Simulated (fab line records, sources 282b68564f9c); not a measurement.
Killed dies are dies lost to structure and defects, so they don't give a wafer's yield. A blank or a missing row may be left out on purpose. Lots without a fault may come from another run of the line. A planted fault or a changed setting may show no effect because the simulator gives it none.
Chamber matching | flow rit_cmos | RIT_GATE_ETCH_19 on rie_si-02: 4 sister chambers
The step etches poly-Si in SF6/CHF3/O2, stops on SiO2, time 165 s, target depth 312.5 nm. 4 wafers are shown with their chamber, then 7 later ones without.

WAFERS WITH THEIR CHAMBER
wafer  | chamber | drypump_motor_current_A (A)
L317.6 | 1       | 5.3
L323.5 | 0       | 6.3
L325.3 | 2       | 5.3
L325.4 | 3       | 5.0

WAFERS WITHOUT THEIR CHAMBER
wafer  | drypump_motor_current_A (A)
L325.5 | 5.3
L329.2 | 5.3
L329.3 | 5.3
L329.4 | 6.2
L333.2 | 6.2
L333.5 | 5.3
L333.6 | 5.3

WHICH CHAMBER EACH WENT THROUGH
wafer  | from the rows above     | in truth
L325.5 | can't be placed: 1 or 2 | 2
L329.2 | can't be placed: 1 or 2 | 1
L329.3 | can't be placed: 1 or 2 | 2
L329.4 | 0                       | 0
L333.2 | 0                       | 0
L333.5 | can't be placed: 1 or 2 | 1
L333.6 | can't be placed: 1 or 2 | 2
Placed correctly: 2 of 7. Can't be placed from these rows: 5 (the true chamber is among the candidates in 5). Placed wrongly: 0.
How it was worked out, from the rows above alone: a wafer's distance from a chamber is the root of the sum, over the readings, of the square of ((its reading less the chamber's mean) divided by the reading's scatter). The wafer belongs to the nearest chamber; if the next one is less than 2 further off, it can't be placed. A chamber's mean is the mean of its shown wafers. The scatter: with one shown wafer a chamber, the root of the mean of the squares of how far each hidden wafer lies from its nearest shown one.
